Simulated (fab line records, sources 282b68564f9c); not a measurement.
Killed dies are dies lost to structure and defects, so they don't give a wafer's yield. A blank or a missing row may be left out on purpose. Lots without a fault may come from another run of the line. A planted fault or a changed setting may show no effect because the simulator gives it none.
Which tool did it? | flow rit_cmos | 12 lots, 36 wafers sampled, at 3 steps of a route of 202

WHAT THE GAUGES READ, wafer by wafer
RIT_M1_RS_MEAS_01: measures by four-point-probe. Usual: M1_AL_RS 0.0712 ohm/sq, standard deviation 0.00075.
lot  | measured    | on            | M1_AL_RS (ohm/sq)    | flag
L179 | day 3 07:07 | film_metro-02 | 0.0701 0.0707 0.0706 |
L180 | day 3 10:10 | film_metro-04 | 0.0706 0.0709 0.0717 |
L181 | day 3 14:27 | film_metro-02 | 0.0706 0.0707 0.0712 |
L182 | day 3 21:51 | film_metro-04 | 0.0712 0.0706 0.0714 |
L187 | day 5 03:42 | film_metro-01 | 0.0528 0.0527 0.0526 | OFF
L189 | day 5 11:50 | film_metro-01 | 0.0532 0.0532 0.0530 | OFF
L192 | day 5 23:43 | film_metro-04 | 0.0716 0.0718 0.0723 |
L195 | day 6 14:58 | film_metro-02 | 0.0709 0.0705 0.0709 |
L196 | day 6 21:03 | film_metro-02 | 0.0695 0.0702 0.0699 |
L198 | day 7 05:06 | film_metro-04 | 0.0722 0.0713 0.0723 |
L200 | day 7 14:11 | film_metro-02 | 0.0714 0.0718 0.0710 |
L202 | day 8 00:03 | film_metro-04 | 0.0713 0.0702 0.0706 |

RIT_M1_THK_MEAS_02: measures by xrf. Usual: M1_AL_THK 416 nm, standard deviation 4.2.
lot  | measured    | on            | M1_AL_THK (nm) | flag
L179 | day 3 07:14 | film_metro-02 | 422 414 418    |
L180 | day 3 10:17 | film_metro-04 | 420 418 414    |
L181 | day 3 14:33 | film_metro-02 | 416 415 414    |
L182 | day 3 21:58 | film_metro-04 | 420 421 418    |
L187 | day 5 03:49 | film_metro-01 | 566 562 567    | OFF
L189 | day 5 11:57 | film_metro-01 | 559 559 565    | OFF
L192 | day 5 23:50 | film_metro-04 | 416 415 412    |
L195 | day 6 15:05 | film_metro-02 | 419 420 418    |
L196 | day 6 21:10 | film_metro-02 | 425 422 422    |
L198 | day 7 05:13 | film_metro-04 | 411 415 410    |
L200 | day 7 14:19 | film_metro-02 | 412 411 414    |
L202 | day 8 00:10 | film_metro-04 | 415 422 419    |

WHICH TOOL RAN EACH LOT (tool, then ch and the chambers of the sampled wafers, then the start)
lot  | RIT_M1_SPUTTER_00
L179 | pvd_sputter-03, day 3 06:43
L180 | pvd_sputter-02, day 3 09:52
L181 | pvd_sputter-03, day 3 14:07
L182 | pvd_sputter-02, day 3 21:33
L187 | pvd_sputter-03, day 5 03:25
L189 | pvd_sputter-03, day 5 11:31
L192 | pvd_sputter-04, day 5 23:26
L195 | pvd_sputter-02, day 6 14:41
L196 | pvd_sputter-04, day 6 20:45
L198 | pvd_sputter-04, day 7 04:49
L200 | pvd_sputter-04, day 7 13:53
L202 | pvd_sputter-04, day 7 23:46
- RIT_M1_SPUTTER_00: material Al, target thk 400 nm, time 500 s.

WHAT THE TOOLS THEMSELVES READ (means of the sampled wafers that have a number; where no wafer has one, the mark that the record gives instead)
RIT_M1_SPUTTER_00. Usual: throttle_valve_pct 29.9 %, standard deviation 0.52.
lot  | tool           | throttle_valve_pct (%) | flag
L179 | pvd_sputter-03 | 30.1                   |
L180 | pvd_sputter-02 | 29.6                   |
L181 | pvd_sputter-03 | 30.2                   |
L182 | pvd_sputter-02 | 29.7                   |
L187 | pvd_sputter-03 | 30.3                   |
L189 | pvd_sputter-03 | 30.1                   |
L192 | pvd_sputter-04 | 29.2                   |
L195 | pvd_sputter-02 | 29.6                   |
L196 | pvd_sputter-04 | 29.8                   |
L198 | pvd_sputter-04 | 30.1                   |
L200 | pvd_sputter-04 | 29.8                   |
L202 | pvd_sputter-04 | 29.9                   |

THE ANSWER, worked out from the rows above alone
Rule: a lot is off if the mean of its wafers that have a number lies more than 3 standard deviations from the usual mean. A lot without any number at a reading at which 4 lots or more have one is off too. The other lots that the step has rows for count as sound. The gauges are gone through in route order, then the tools' own readings, and for those a lot's mean is taken as printed above. The first step at which some lot is off is used, and at that step the reading that is off furthest; a lot without a number counts as furthest.
Off: L187, L189, at RIT_M1_RS_MEAS_01 (M1_AL_RS).
A tool fits if, at a process step before that reading, it ran every lot that is off, and no sound lot after the first of them. The gauges at RIT_M1_RS_MEAS_01 are tried like those tools. Can't be told from this: 2 tools fit, pvd_sputter-03 at RIT_M1_SPUTTER_00, film_metro-01 at RIT_M1_RS_MEAS_01.

WHAT THE SIMULATOR HAD PUT IN
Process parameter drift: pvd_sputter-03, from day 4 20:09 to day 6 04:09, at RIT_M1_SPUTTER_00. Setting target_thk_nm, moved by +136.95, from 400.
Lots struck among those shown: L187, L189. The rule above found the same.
